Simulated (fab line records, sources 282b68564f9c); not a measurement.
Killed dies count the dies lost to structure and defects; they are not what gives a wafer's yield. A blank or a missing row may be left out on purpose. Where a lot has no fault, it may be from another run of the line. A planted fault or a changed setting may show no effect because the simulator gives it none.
Struck lot and sound lot, side by side + flow rit-cmos + 15 steps out of a route of 202
Sound: these wafers, L565.1, L565.2, L565.6. Struck: wafers L570.2, L570.3, L570.4. The cause comes at the end.
For every step that has rows: the tool of each side, followed by ch and its chambers, followed by its first start. Under that, the readings that differ: sound wafers + struck wafers + difference of the means + sigmas: that difference in standard deviations of wafers without a fault.
alike: same words and numbers on both sides, and readings whose means sit less than 2 such deviations apart. not compared: any withheld reading, any reading some wafer has no value for, any bound like >300 that may hide the same value, and any number with overlapping values for which the record gives no deviation.
Wherever a step has rows on one side only, a row that says differs or no value, or a row with sigmas, the two part there. Non-overlapping numbers with no deviation appear without sigmas and do not part them. A reading missing from all wafers of one side parts the sides only when that side holds two or more wafers.

first, 1 step without rows for these wafers: RIT_GATE_CVD_08 (deposits poly-Si from SiH4, target thk 250 nm, time 2220 s).
RIT_GATE_THK_MEAS_09:
  sound on film-metro-01, day 3 12:05; struck on film-metro-01, day 4 11:23
| reading            | sound             | struck            | difference | sigmas |
|--------------------|-------------------|-------------------|------------|--------|
| GATE_POLY_THK (nm) | 250.3 252.4 250.2 | 243.3 244.6 243.4 | -7.2       | -3     |
then, 6 steps without rows for these wafers: RIT_GATE_HMDS_10 (prime time 60 s); RIT_GATE_COAT_11 (resist thk 850 nm); RIT_GATE_SOFTBAKE_12 (time 60 s); RIT_GATE_EXPOSE_13 (exposes mask M6, target cd 150 nm); RIT_GATE_PEB_14; RIT_GATE_DEVELOP_15 (develop time 50 s).
RIT_GATE_CD_MEAS_16: the cd target is 150 nm.
  sound on cd-sem-01, day 3 13:07; struck on cd-sem-01, day 4 12:19
  alike: cd-nm
RIT_GATE_OVL_MEAS_17:
  sound on overlay-02, day 3 13:14; struck on overlay-01, day 4 12:25
  alike: GATE_OVL
then, 1 step without rows for these wafers: RIT_GATE_HARDBAKE_18 (time 60 s).
RIT_GATE_ETCH_19: etches poly-Si in SF6/CHF3/O2, stops on SiO2, time 165 s, target depth 312.5 nm.
  sound on rie-si-02 ch 0,1, day 3 13:25; struck on rie-si-01 ch 1,2,3, day 4 12:35
  alike: drypump-motor-current-A, oes-product-au, throttle-valve-pct
  not compared: rf-hours-counter-h
RIT_GATE_STRIP_20: strips in O2, time 180 s.
  sound on plasma-asher-01 ch 0,1, day 3 13:31; struck on plasma-asher-01 ch 0,1, day 4 12:42
  no value came back on the struck wafers for chamber-pressure-mTorr (mTorr), drypump-motor-current-A (A); on the sound wafers chamber-pressure-mTorr (mTorr) reads 4001 3998 4000
| reading                                   | sound | struck            | difference | sigmas |
|-------------------------------------------|-------|-------------------|------------|--------|
| model.NOVOLAK_of_GATE_COAT_11.thk-nm (nm) | 0 0 0 | 672.2 671.8 668.4 | +670.8     |        |
  not compared: rf-hours-counter-h
RIT_GATE_CD_MEAS_90: the cd target is 150 nm.
  sound on cd-sem-01, day 3 13:47; struck on cd-sem-01, day 4 12:54
  alike: cd-nm
RIT_M1_PROBE_99:
  sound on prober-02, day 4 10:16; struck on prober-02, day 5 09:31
| reading             | sound | struck      | difference | sigmas      |
|---------------------|-------|-------------|------------|-------------|
| killed-at-front-end | 7 2 6 | 264 264 264 | +259       | +99 or more |
| killed-dies         | 7 2 6 | 264 264 264 | +259       | +99 or more |
| killed-on-rim       | 1 1 0 | 70 70 70    | +69        | +50         |
  alike: killed_at_M0_to_M3, killed-at-contacts, killed-open, killed-short

== WHERE THEY PART ==
Earliest at RIT_GATE_THK_MEAS_09; latest, in this record, at RIT_M1_PROBE_99.

WHY: what the simulator had put in
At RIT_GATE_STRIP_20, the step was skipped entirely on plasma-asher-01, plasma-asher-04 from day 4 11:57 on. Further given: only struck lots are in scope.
